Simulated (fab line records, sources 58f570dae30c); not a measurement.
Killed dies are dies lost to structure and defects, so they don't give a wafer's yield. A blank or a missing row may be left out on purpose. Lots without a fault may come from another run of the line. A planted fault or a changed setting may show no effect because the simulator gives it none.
fab line records | flow berkeley_cmos170
record lots=6 wafers=18 last_day=11
route steps=331 shown ACTIVE@72 PFIELD@79 FIELD@89
lots that met no fault: from a run of the same line without faults
start_h: hours from the record's first day to the start of the lot's first wafer shown | wait_h: hours since the lot's step before | " the same as in the row above | L1.1+2: a row that stands for several wafers | - no value, or no start given | * or withheld: withheld | < > ~ a bound
route shown NAME@n: a module of which the file shows steps, and the number in the route of the first | usual: mean/standard deviation of fault-free wafers | same: alike in all rows | chamber/n: place in a boat | sites: the reading at each site | _std_site: their standard deviation | _edge_site: outer sites' mean less inner sites' | radius_mm: how far each site lies from the wafer's centre | mask NAME#n: copy n | behind: the tool/chamber that last shaped the wafer | hold: why the lot was held/for how many hours/how that ended | device: the transistor (n, p or np) that didn't switch | end of line: the same wafers' tests at the end of the route | a step without rows: its recipe alone | killed: dies lost to structure and defects at the first sort, not the wafer's yield | map: a wafer's dies, x killed, . not, _ none there
set.NAME: the setting as run; set.NAME@STEP: as run at that earlier step | model.NAME: the simulator's own value behind a step, which no gauge read
lots at some steps of the route; a table a step, a row a wafer
services: from which hour (start_h, from the record's first day; less than 0 if before it) a tool's chamber was out of use, for how many hours, and why
## steps
# step UCB170_ACTIVE_DEVELOP_12
# recipe developer=TMAH develop_time_s=45 resist=KrF dev_temp_c=21
# step UCB170_ACTIVE_CD_MEAS_13
# recipe target_cd_nm=1200
# usual cd_nm=1200.2/1.3
# columns lot.wafer tool chamber start_h wait_h cd_nm
L924.1 cd_sem-01 - 73.06 - 1198.8
L924.2 " - " " 1199.4
L924.3 " - " " 1199.9
L933.2 cd_sem-02 - 128.44 - 1200.6
L933.4 " - " " 1200.7
L933.5 " - " " 1199.0
L934.2 cd_sem-02 - 128.79 - 1201.6
L934.4 " - " " 1198.3
L934.5 " - " " 1200.5
L938.2 cd_sem-02 - 148.83 - 1200.5
L938.3 " - " " 1201.2
L938.6 " - " " 1200.4
L940.1 cd_sem-02 - 168.60 - 1197.0
L940.3 " - " " 1197.6
L940.4 " - " " 1197.9
L942.2 cd_sem-02 - 169.17 - 1199.7
L942.4 " - " " 1200.8
L942.6 " - " " 1202.0
# step UCB170_ACTIVE_OVL_MEAS_14
# usual ACTIVE_OVL=0/6.6
# columns lot.wafer tool chamber start_h wait_h ACTIVE_OVL[nm]
L924.1 overlay-02 - 73.18 0.1 0
L924.2 " - " " 5
L924.3 " - " " -8
L933.2 overlay-01 - 128.54 0.1 0
L933.4 " - " " 6
L933.5 " - " " 4
L934.2 overlay-01 - 128.90 0.1 -1
L934.4 " - " " -3
L934.5 " - " " -5
L938.2 overlay-01 - 148.93 0.1 -3
L938.3 " - " " -2
L938.6 " - " " -7
L940.1 overlay-02 - 168.72 0.1 3
L940.3 " - " " -3
L940.4 " - " " 3
L942.2 overlay-01 - 169.28 0.1 -9
L942.4 " - " " -7
L942.6 " - " " -1
# step UCB170_ACTIVE_ETCH_15
# recipe chemistry=CH3F/Ar/O2 target=Si3N4 stop_on=SiO2 CH3F_flow_sccm=20 Ar_flow_sccm=50 O2_flow_sccm=7 pressure_mtorr=50 rf_w=450 target_depth_a=2420 over_etch_frac=0.1039 time_s=151
# usual drypump_motor_current_A=5.7/0.47 oes_product_au=0.932/0.013 rf_fwd_power_W=448.3/1.4 throttle_valve_pct=8.09/0.16
# columns lot.wafer tool chamber start_h wait_h drypump_motor_current_A oes_product_au rf_fwd_power_W rf_hours_counter_h throttle_valve_pct
L924.1 rie_diel-04 1 73.21 0.0 4.8 0.964 448.1 157 8.32
L924.2 " 3 " " 4.9 0.917 450.1 125 8.09
L924.3 " 2 " " 6.4 0.925 448.4 119 8.32
L933.2 rie_diel-03 3 128.57 0.0 5.5 0.945 449.6 161 7.87
L933.4 " 1 " " 5.9 0.915 447.5 3 7.90
L933.5 " 2 " " 5.7 0.926 447.0 - 8.23
L934.2 rie_diel-04 1 128.93 0.0 4.8 0.958 447.3 159 8.31
L934.4 " 2 " " 6.4 0.928 448.5 - 8.32
L934.5 " 3 " " 5.0 0.919 446.9 - 8.09
L938.2 rie_diel-03 0 148.96 0.0 6.1 0.932 446.4 149 7.96
L938.3 " 2 " " 5.7 0.923 449.2 86 8.21
L938.6 " 0 " " 6.0 0.929 446.5 - 7.95
L940.1 rie_diel-02 2 168.76 0.0 5.8 0.958 448.7 27 8.25
L940.3 " 0 " " 5.7 0.942 448.5 72 7.93
L940.4 " 1 " " 5.9 0.931 447.8 99 7.93
L942.2 rie_diel-04 3 169.31 0.0 5.0 0.932 447.4 130 8.10
L942.4 " 2 " " 6.4 0.939 447.1 123 8.32
L942.6 " 1 " " 4.8 0.937 448.6 - 8.30
# step UCB170_ACTIVE_STRIP_16
# recipe chemistry=O2 power_w=400 pressure_mtorr=3500 platen_temp_c=withheld o2_flow_sccm=400 overash_fraction=0.5
# usual drypump_motor_current_A=5.9/0.42 o2_flow_sccm=400.0/1.1 oes_product_au=0.721/0.0047 strip_time_to_endpoint_s=18.07/0.086
# columns lot.wafer tool chamber start_h wait_h drypump_motor_current_A o2_flow_sccm oes_product_au rf_hours_counter_h strip_time_to_endpoint_s
L924.1 plasma_asher-02 1 73.31 0.1 6.5 399.2 0.719 26 18.07
L924.2 " 0 " " 5.8 400.3 0.719 26 18.13
L924.3 " 1 " " 6.5 399.2 0.715 - 18.04
L933.2 plasma_asher-02 0 128.67 0.1 5.8 401.5 0.708 33 18.06
L933.4 " 1 " " 6.5 400.5 0.714 - 17.92
L933.5 " 0 " " 5.8 401.4 0.718 - 17.96
L934.2 plasma_asher-03 0 129.03 0.1 6.0 400.5 0.720 43 18.09
L934.4 " 1 " " 5.5 402.0 0.718 - 17.95
L934.5 " 1 " " 5.5 398.6 0.725 - 18.14
L938.2 plasma_asher-03 1 149.06 0.1 5.5 399.8 0.720 45 18.14
L938.3 " 1 " " 5.5 400.5 0.719 - 18.08
L938.6 " 1 " " 5.5 398.3 0.725 - 18.09
L940.1 plasma_asher-03 0 168.86 0.1 6.0 400.4 0.722 47 17.99
L940.3 " 0 " " 6.0 398.8 0.718 - 17.97
L940.4 " 1 " " 5.5 400.7 0.725 - 17.90
L942.2 plasma_asher-04 1 169.41 0.1 5.3 401.1 0.717 5 18.19
L942.4 " 1 " " 5.3 400.6 0.725 - 18.05
L942.6 " 1 " " 5.3 401.4 0.716 - 18.08
# step UCB170_ACTIVE_CD_MEAS_90
# recipe target_cd_nm=1200
# usual cd_nm=1200.1/1.3
# columns lot.wafer tool chamber start_h wait_h cd_nm
L924.1 cd_sem-01 - 73.41 0.1 1199.2
L924.2 " - " " 1200.0
L924.3 " - " " 1199.6
L933.2 cd_sem-01 - 128.83 0.1 1200.7
L933.4 " - " " 1200.5
L933.5 " - " " 1199.1
L934.2 cd_sem-01 - 129.15 0.1 1201.4
L934.4 " - " " 1198.4
L934.5 " - " " 1200.4
L938.2 cd_sem-02 - 149.18 0.1 1200.2
L938.3 " - " " 1201.4
L938.6 " - " " 1200.8
L940.1 cd_sem-02 - 168.96 0.1 1196.4
L940.3 " - " " 1197.5
L940.4 " - " " 1197.9
L942.2 cd_sem-02 - 169.56 0.1 1200.1
L942.4 " - " " 1200.8
L942.6 " - " " 1201.8
# step UCB170_ACTIVE_CLEAN_17
# recipe chemistry=SPM temp_c=120 time_s=600
# step UCB170_PFIELD_HMDS_00
# recipe prime_time_s=60 prime_temp_c=100
# step UCB170_PFIELD_COAT_01
# recipe resist=KrF spin_rpm=1500 resist_thk_nm=900
# step UCB170_PFIELD_SOFTBAKE_02
# recipe resist=KrF temp_c=130 time_s=60
# step UCB170_PFIELD_EXPOSE_03
# recipe mask_id=PFIELD na=0.5 sigma_outer=0.6 source_shape=conventional target_cd_nm=1500 dose_mj=30
# step UCB170_PFIELD_PEB_04
# recipe peb_temp_c=130 peb_time_s=withheld resist=KrF
# step UCB170_PFIELD_DEVELOP_05
# recipe developer=TMAH develop_time_s=45 resist=KrF dev_temp_c=21
# columns lot.wafer tool chamber start_h wait_h
L924.1+2+3 litho_track-02 0 74 -
L933.2+4+5 litho_track-02 0 129 -
L934.2+4+5 litho_track-02 0 130 -
L938.2+3+6 litho_track-01 0 150 -
L940.1+3+4 litho_track-04 0 170 -
L942.2+4+6 litho_track-01 0 171 -
# step UCB170_PFIELD_OVL_MEAS_06
# usual PFIELD_OVL=0/5
# columns lot.wafer tool chamber start_h wait_h PFIELD_OVL[nm]
L924.1 overlay-01 - 74.90 - -1
L924.2 " - " " 6
L924.3 " - " " 1
L933.2 overlay-01 - 130.08 - 7
L933.4 " - " " -2
L933.5 " - " " -5
L934.2 overlay-02 - 130.40 - -1
L934.4 " - " " -4
L934.5 " - " " 2
L938.2 overlay-02 - 150.78 - 1
L938.3 " - " " -5
L938.6 " - " " -1
L940.1 overlay-01 - 170.78 - -7
L940.3 " - " " -3
L940.4 " - " " -11
L942.2 overlay-01 - 171.76 - -11
L942.4 " - " " -8
L942.6 " - " " -9
# step UCB170_PFIELD_IMPLANT_07
# recipe species=B dose_cm2=2.018e+13 energy_kev=80 tilt_deg=7
# step UCB170_PFIELD_STRIP_08
# recipe chemistry=O2 power_w=400 pressure_mtorr=3500 platen_temp_c=withheld o2_flow_sccm=400 overash_fraction=0.5
# usual drypump_motor_current_A=5.7/0.44 o2_flow_sccm=400.1/1.2 oes_product_au=0.734/0.0045 strip_time_to_endpoint_s=21.65/0.071
# columns lot.wafer tool chamber start_h wait_h drypump_motor_current_A o2_flow_sccm oes_product_au rf_hours_counter_h strip_time_to_endpoint_s
L924.1 plasma_asher-01 0 75.08 0.1 5.2 398.3 0.738 37 21.64
L924.2 " 1 " " 5.4 401.4 0.737 37 21.63
L924.3 " 1 " " 5.5 399.4 0.729 - 21.69
L933.2 plasma_asher-01 1 130.26 0.1 5.5 397.3 0.733 44 21.70
L933.4 " 0 " " 5.1 401.4 0.731 - 21.70
L933.5 " 0 " " 5.1 401.9 0.729 - 21.69
L934.2 plasma_asher-02 0 130.58 0.1 5.8 396.7 0.734 33 21.70
L934.4 " 1 " " 6.5 399.8 0.739 - 21.66
L934.5 " 1 " " 6.5 399.5 0.735 - 21.69
L938.2 plasma_asher-02 1 150.96 0.1 6.5 399.9 0.727 35 21.74
L938.3 " 1 " " 6.6 400.0 0.733 - 21.78
L938.6 " 1 " " 6.5 401.5 0.736 - 21.81
L940.1 plasma_asher-03 0 170.96 0.1 6.1 397.5 0.734 47 21.77
L940.3 " 0 " " 6.1 397.4 0.738 - 21.68
L940.4 " 1 " " 5.5 400.0 0.728 - 21.80
L942.2 plasma_asher-02 1 171.94 0.1 6.5 399.4 0.740 37 21.66
L942.4 " 1 " " 6.5 401.0 0.736 - 21.65
L942.6 " 1 " " 6.5 401.0 0.737 - 21.71
# step UCB170_PFIELD_TW_MEAS_09
# usual PFIELD_TW=605/3
# columns lot.wafer tool chamber start_h wait_h PFIELD_TW
L924.1 film_metro-03 - 75.18 0.1 608
L924.2 " - " " 607
L924.3 " - " " 604
L933.2 film_metro-04 - 130.37 0.1 62
L933.4 " - " " 63
L933.5 " - " " 63
L934.2 film_metro-04 - 130.69 0.1 63
L934.4 " - " " 64
L934.5 " - " " 63
L938.2 film_metro-04 - 151.07 0.1 604
L938.3 " - " " 603
L938.6 " - " " 605
L940.1 film_metro-04 - 171.06 0.1 609
L940.3 " - " " 606
L940.4 " - " " 606
L942.2 film_metro-04 - 172.05 0.1 606
L942.4 " - " " 605
L942.6 " - " " 608
# step UCB170_FIELD_CLEAN_00
# recipe chemistry=dHF dilution=25:1 time_s=7.5
## services
# columns tool chamber start_h hours kind
rie_diel-02 0 57.77 8.9 repair
rie_diel-02 0 67.05 9.3 repair
rie_diel-04 - 92.21 0.2 repair
rie_diel-04 0 106.73 - clean
rie_diel-04 0 106.73 25.6 scheduled_down
rie_diel-04 0 106.73 25.6 vent_cycle
rie_diel-04 1 108.63 6.2 repair
plasma_asher-04 - 108.75 9.0 pm
plasma_asher-04 0 108.75 9.0 vent_cycle
plasma_asher-04 1 108.75 9.0 vent_cycle
rie_diel-04 1 115.04 8.9 repair
plasma_asher-04 0 117.75 - clean
plasma_asher-04 1 117.75 - clean
rie_diel-04 1 132.37 - clean
rie_diel-04 1 132.37 12.8 scheduled_down
rie_diel-04 1 132.37 12.8 vent_cycle
rie_diel-03 3 134.99 - clean
rie_diel-03 3 134.99 13.5 scheduled_down
rie_diel-03 3 134.99 13.5 vent_cycle
rie_diel-03 2 140.15 7.9 repair
## key
first_sign step=UCB170_PFIELD_TW_MEAS_09 reading=PFIELD_TW direction=down sigmas=99+ usual=605 struck=63
effect none on later readings
met_at UCB170_PFIELD_DEVELOP_05
struck_wafers L933.2,L933.4,L933.5,L934.2,L934.4,L934.5
sort_left_out L933.2,L933.4,L933.5,L934.2,L934.4,L934.5
tester_left_out L933,L934
onset_between 74 129
fault kind=process_parameter_drift tool=litho_track-02 chamber=- onset_h=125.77 steps=UCB170_PFIELD_DEVELOP_05 channel=develop_time_s offset=* shape=step end_h=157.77 acts_in=* stated=*
# tester_left_out: of these lots the tester's yield and bins aren't shown, on N5 and GAA mostly nor the transistor test; their killed dies are dies lost to structure and defects alone, not to doping, threshold or leakage, so they don't give the yield
# sort_left_out: the simulated sort isn't trusted on such a fault, so these wafers' sort isn't shown, and their yield isn't known
